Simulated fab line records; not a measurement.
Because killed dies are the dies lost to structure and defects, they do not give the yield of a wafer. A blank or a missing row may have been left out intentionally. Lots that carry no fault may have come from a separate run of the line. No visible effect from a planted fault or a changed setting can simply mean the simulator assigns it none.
A struck lot beside a sound one	flow rit-cmos	14 steps out of a route of 202
Sound: these wafers, L437.2, L437.3, L437.4. Wafers L445.2, L445.3, L445.5 were the ones struck. At the end, the cause is stated.
Order at every step that has rows: each side's tool, ch and its chambers, its first start. Under that, the readings that differ: sound wafers	struck wafers	difference of the means	sigmas: that difference in standard deviations of wafers without a fault.
alike: words and numbers the same on both sides, and readings whose means are apart by under 2 such deviations; not compared: readings that were withheld, readings missing a value for some wafer, numbers with overlapping values and no deviation given by the record, and bounds like >300 which may hide the same value.
The two part at a step that has a row with sigmas, a row that says differs or no value, or rows on one side only. Numbers that don't overlap but have no deviation are shown without sigmas and don't part them. A reading that every wafer of one side lacks parts them only if that side has two wafers or more.

RIT_NLDD_SOFTBAKE_02: time 62.18 s.
  sound on litho-track-03 ch 0, day 4 03:33; struck on litho-track-03 ch 0, day 5 19:56
  alike: plate-sensor-t-centre-C, plate-sensor-t-edge-C
then, 3 steps without rows for these wafers: RIT_NLDD_EXPOSE_03 (exposes mask M7, target cd 40700 nm); RIT_NLDD_PEB_04; RIT_NLDD_DEVELOP_05 (develop time 50 s).
RIT_NLDD_OVL_MEAS_06:
  sound on overlay-02, day 4 04:05; struck on overlay-02, day 5 20:35
  alike: NLDD_OVL
then, 2 steps without rows for these wafers: RIT_NLDD_HARDBAKE_07 (time 60 s); RIT_NLDD_IMPLANT_08.
RIT_NLDD_STRIP_09: strips in O2, time 180 s.
  sound on plasma-asher-01 ch 0,1, day 4 04:25; struck on plasma-asher-01 ch 0,1, day 5 20:55
  alike: drypump-motor-current-A
  not compared: rf-hours-counter-h
RIT_NLDD_TW_MEAS_10:
  sound on film-metro-04, day 4 04:36; struck on film-metro-01, day 5 21:06
reading	sound	struck	difference	sigmas
NLDD_TW	2483 2483 2500	2515 2530 2512	+30	+2
then, 3 steps without rows for these wafers: RIT_PLDD_HMDS_00 (prime time 60 s); RIT_PLDD_COAT_01 (resist thk 1000 nm); RIT_PLDD_SOFTBAKE_02 (time 60 s).
RIT_PLDD_EXPOSE_03: exposes mask M8, target cd 40900 nm.
  struck on iline-stepper-02, day 5 21:44; sound on iline-stepper-02 ch 0, day 4 05:07
  no value came back on the struck wafers for exposure-dose-mJ-cm2, focus-offset-nm (nm); on the sound wafers exposure-dose-mJ-cm2 reads 249.87 249.99 250.00
  alike: mask
following that, these wafers have no rows for 1 step: RIT_PLDD_PEB_04.

## WHERE THEY PART
Last at RIT_PLDD_EXPOSE_03 as far as this record goes, first at RIT_NLDD_TW_MEAS_10.

WHY: what had been put in by the simulator
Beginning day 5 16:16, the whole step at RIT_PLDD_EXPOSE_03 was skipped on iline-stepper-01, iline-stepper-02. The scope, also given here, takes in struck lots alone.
